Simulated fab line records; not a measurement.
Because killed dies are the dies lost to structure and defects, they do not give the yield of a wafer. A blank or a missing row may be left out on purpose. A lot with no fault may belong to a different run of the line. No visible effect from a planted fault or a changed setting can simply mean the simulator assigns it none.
Problem report in the 8D (eight disciplines) form, filled by code / flow berkeleyCmos170 / the parts of the form that need people (team, actions taken, sign-off) are left out

== 1. WHAT IS WRONG ==
biasW at UCB170_M3_METAL_ETCH_18 reads a mean of 186.0 W on 6 wafers of 2 lots; wafers without a fault read 120.0 W with a standard deviation of 0.35. That is +99 or more standard deviations from the usual mean.
The step: etches Al in Cl2/BCl3, stops on SiO2, target depth 1170 nm, time 195 s.
Seen first at day 10 12:53 on rieMetal-03, wafer L783.1. Wafers with a number at this step in the record: 42, from 14 lots. Rule for "out" (also "out of limits"): further than 4 standard deviations from the usual mean. All remaining wafers that have a number are taken as sound.

== 2. WHAT IT IS AND WHAT IT IS NOT ==
question=which readings at this step | is=biasW | is not=drypumpMotorCurrentA, oesProductAu, rfFwdPowerW, throttleValvePct
question=which lots | is=L783, L784 | is not=L769, L770, L771, L772, L773, L774, L775, L776, L785, L786, L788, L791
question=which wafers of those lots | is=all that have a number | is not=-
question=read on which tools | is=rieMetal-03 | is not=rieMetal-02, rieMetal-04
question=when | is=from day 10 12:53 | is not=up to then (24 sound wafers); but 12 sound wafers of L785, L786, L788, L791 came after

== 3. THE SUSPECTS, EACH WITH WHAT RULES IT OUT ==
Counting: a tool at any process step up to the reading remains a suspect when it ran all the lots that are out and ran no sound lot after the first of those.
- cmp-02 at UCB170_V1_CMP_02 (polishes SiO2): ruled out as a lasting fault. Following L783 (day 10 02:50), the first lot on it that is out, the sound lots L786, L788, L791 were run on it.
- cmp-01 at UCB170_V2_CMP_02 (polishes SiO2): ruled out as a lasting fault. Following L783 (day 10 08:11), the first lot on it that is out, the sound lots L785, L791 were run on it.
- rieMetal-03 at UCB170_M3_METAL_ETCH_18 (etches Al in Cl2/BCl3, stops on SiO2, target depth 1170 nm, time 195 s): kept. It processed each lot that is out, first L783 at day 10 12:53, and no sound lot thereafter; up to then, the last sound lot it processed was L776 at day 9 06:55. Its own readings are out on those wafers: biasW.
The count leaves rieMetal-03 at UCB170_M3_METAL_ETCH_18.

== 4. THE CAUSE (what the simulator had put in) ==
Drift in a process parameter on rieMetal-03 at UCB170_M3_METAL_ETCH_18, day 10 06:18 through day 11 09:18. A move of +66 in setting biasW, from 120. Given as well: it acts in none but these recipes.
Only this tool survived the counting.

== 5. THE CHAIN OF EFFECTS, in route order ==
Each row: a reading where the mean over the struck wafers with a number is more than 3 standard deviations away from the usual. Only readings for which the record gives a usual standard deviation are gone through. hours: the time from each lot's start at the first step in this table that gives one to its start at this step, as a median over the lots. sigmas: the change in usual standard deviations.
hours=0; step=UCB170_M3_METAL_ETCH_18; reading=biasW; usual=120.0 W; on struck wafers=186.0; change=+66.0; sigmas=+99 or more
hours=0; step=UCB170_M3_STRIP_19; reading=oesProductAu; usual=0.554 a.u.; on struck wafers=0.454; change=-0.100; sigmas=-3.9
Here are the process steps it includes:
- UCB170_M3_METAL_ETCH_18: etches Al in Cl2/BCl3, stops on SiO2, target depth 1170 nm, time 195 s.
- UCB170_M3_STRIP_19: strips in O2.

== 6. WHAT WOULD HAVE CAUGHT IT SOONER ==
In this record no reading fell out of limits until day 10 12:53, 7 hours after the fault had begun at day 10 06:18.
